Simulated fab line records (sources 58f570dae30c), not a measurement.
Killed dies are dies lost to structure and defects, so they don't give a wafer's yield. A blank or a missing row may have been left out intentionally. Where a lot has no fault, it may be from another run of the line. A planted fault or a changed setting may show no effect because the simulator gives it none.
The tool behind it: which one? ; flow berkeleyCmos170 ; Sampling: 14 lots, 42 wafers, 4 of 331 route steps

## WHAT EACH GAUGE READ, for each wafer
UCB170_V2_CD_MEAS_90 targets a cd of 700 nm. Usual: cdNm reads 700.3 nm (standard deviation 1.5).
lot;measured;on;cdNm (nm);flag
L578;day 9 03:42;cdSem-02;698.7 698.8 698.1;
L582;day 9 17:20;cdSem-02;700.8 702.3 701.6;
L580;day 9 21:36;cdSem-01;700.1 700.6 700.2;
L583;day 9 21:30;cdSem-02;701.0 699.2 699.5;
L584;day 9 21:46;cdSem-02;700.5 700.3 699.7;
L586;day 10 13:22;cdSem-02;699.2 698.4 698.8;
L587;day 10 14:11;cdSem-01;698.4 698.0 699.3;
L590;day 11 03:48;cdSem-02;699.1 699.4 699.6;
L591;day 11 03:52;cdSem-01;699.2 700.8 701.2;
L589;day 11 05:59;cdSem-02;698.9 699.5 699.5;
L597;day 12 23:20;cdSem-01;700.5 699.3 699.1;
L595;day 13 01:22;cdSem-01;699.8 699.0 699.6;
L598;day 13 07:05;cdSem-01;700.3 700.2 701.8;
L600;day 13 08:38;cdSem-02;701.0 701.9 702.4;

UCB170_M3_CD_MEAS_15 targets a cd of 700 nm. Usual: cdNm reads 699.7 nm (standard deviation 1.2).
lot;measured;on;cdNm (nm);flag
L578;day 9 06:01;cdSem-01;699.5 698.8 698.1;
L582;day 9 20:15;cdSem-02;697.3 697.9 697.8;
L580;day 10 01:08;cdSem-02;698.6 698.8 699.0;
L583;day 9 23:38;cdSem-02;699.0 698.8 698.7;
L584;day 10 01:25;cdSem-01;700.1 700.1 700.5;
L586;day 10 16:49;cdSem-01;700.8 699.5 699.9;
L587;day 10 17:03;cdSem-01;702.1 702.9 702.0;
L590;day 11 07:20;cdSem-02;699.5 701.0 700.1;
L591;day 11 06:41;cdSem-02;698.7 698.3 698.3;
L589;day 11 09:10;cdSem-01;701.0 700.3 701.2;
L597;day 13 02:06;cdSem-01;700.2 700.4 701.4;
L595;day 13 03:23;cdSem-02;699.4 699.9 700.4;
L598;day 13 09:14;cdSem-02;699.2 699.9 699.5;
L600;day 13 11:15;cdSem-02;701.5 701.3 700.3;

UCB170_M3_BOW_MEAS_20. Usual: M3_BOW 36 um, standard deviation 7.
lot;measured;on;M3_BOW (um);flag
L578;day 9 06:37;filmMetro-03;38 29 40;
L582;day 9 20:51;filmMetro-01;34 30 26;
L580;day 10 01:45;filmMetro-04;24 30 33;
L583;day 10 00:26;filmMetro-01;40 41 32;
L584;day 10 02:01;filmMetro-01;28 36 41;
L586;day 10 17:25;filmMetro-01;48 37 49;
L587;day 10 17:48;filmMetro-03;45 31 37;
L590;day 11 07:56;filmMetro-03;35 51 43;
L591;day 11 07:20;filmMetro-03;32 22 25;
L589;day 11 09:47;filmMetro-03;33 39 44;
L597;day 13 02:43;filmMetro-04;33 34 39;
L595;day 13 04:04;filmMetro-04;40 30 40;
L598;day 13 09:50;filmMetro-01;41 39 32;
L600;day 13 11:52;filmMetro-01;44 29 38;

## EACH LOT AND THE TOOL THAT RAN IT (in order: tool; ch and the chambers of the sampled wafers; start)
lot;UCB170_GATE_ETCH_15
L578;rieSi-02 ch 1,3, day 7 12:34
L582;rieSi-02 ch 2,3, day 7 21:56
L580;rieSi-01 ch 2,3, day 7 22:03
L583;rieSi-02 ch 1,2,3, day 7 22:32
L584;rieSi-01 ch 0,1,2, day 8 05:06
L586;rieSi-02 ch 1,2,3, day 8 20:43
L587;rieSi-02 ch 0,3, day 8 21:24
L590;rieSi-01 ch 2,3, day 9 13:53
L591;rieSi-01 ch 1,2,3, day 9 14:23
L589;rieSi-01 ch 0,2,3, day 9 14:34
L597;rieSi-01 ch 1,2,3, day 11 03:56
L595;rieSi-02 ch 1,2, day 11 04:07
L598;rieSi-02 ch 1,2,3, day 11 19:26
L600;rieSi-02 ch 0,3, day 11 19:40
- UCB170_GATE_ETCH_15: etches poly-Si in HBr/Cl2, stops on SiO2, time 56.3 s, target depth 278.2 nm.

## WHAT THE TOOLS THEMSELVES READ (means of the sampled wafers that have a number; where no wafer has one, the mark that the record gives instead)
UCB170_GATE_ETCH_15. Usual: drypumpMotorCurrentA 5.9 A, standard deviation 0.57; oesProductAu 0.830 a.u., standard deviation 0.01; throttleValvePct 26.49 %, standard deviation 0.22.
lot;tool;drypumpMotorCurrentA (A);oesProductAu (a.u.);throttleValvePct (%);flag
L578;rieSi-02;5.9;0.835;26.58;
L582;rieSi-02;6.2;0.828;26.38;
L580;rieSi-01;5.5;0.840;26.41;
L583;rieSi-02;6.1;0.837;26.53;
L584;rieSi-01;5.8;0.833;26.43;
L586;rieSi-02;6.1;0.817;26.52;
L587;rieSi-02;6.3;0.828;26.29;
L590;rieSi-01;5.5;0.828;26.41;
L591;rieSi-01;5.6;0.840;26.55;
L589;rieSi-01;5.4;0.831;26.48;
L597;rieSi-01;5.6;0.825;26.55;
L595;rieSi-02;6.4;0.825;26.62;
L598;rieSi-02;6.1;0.960;26.53;OFF
L600;rieSi-02;6.2;0.946;26.30;OFF

## THE ANSWER, worked out from the rows above alone
Rule: take the mean of a lot's wafers that have a number; if it is more than 3 standard deviations from the usual mean, the lot is off. Also off: a lot with no number at a reading for which 4 or more lots have one. Where the step has rows for the other lots, those lots are counted as sound. The gauges are gone through in route order, then the tools' own readings, and for those a lot's mean is taken as printed above. The first step at which some lot is off is used, and at that step the reading that is off furthest; a lot without a number counts as furthest.
Off: L598, L600 (UCB170_GATE_ETCH_15, oesProductAu).
If a tool, at that step or one of the process steps before it, ran each lot that is off and ran no sound lot following the first of them, it fits. One fits: UCB170_GATE_ETCH_15 on rieSi-02. A fault onset in the window from L595 (day 11 04:07, its last sound lot) to L598 (day 11 19:26, its first lot off) fits.
The tool's own readings at UCB170_GATE_ETCH_15 bear it out: on the lots that are off they differ by more than 5 times the standard deviation of the sound lots' means. oesProductAu reads 0.953 a.u. there against 0.831 a.u. on the sound lots.

## WHAT THE SIMULATOR HAD INSERTED
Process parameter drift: rieSi-02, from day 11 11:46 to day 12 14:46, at UCB170_GATE_ETCH_15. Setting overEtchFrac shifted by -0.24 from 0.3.
Lots struck among those shown: L598, L600. The rule above found the same.
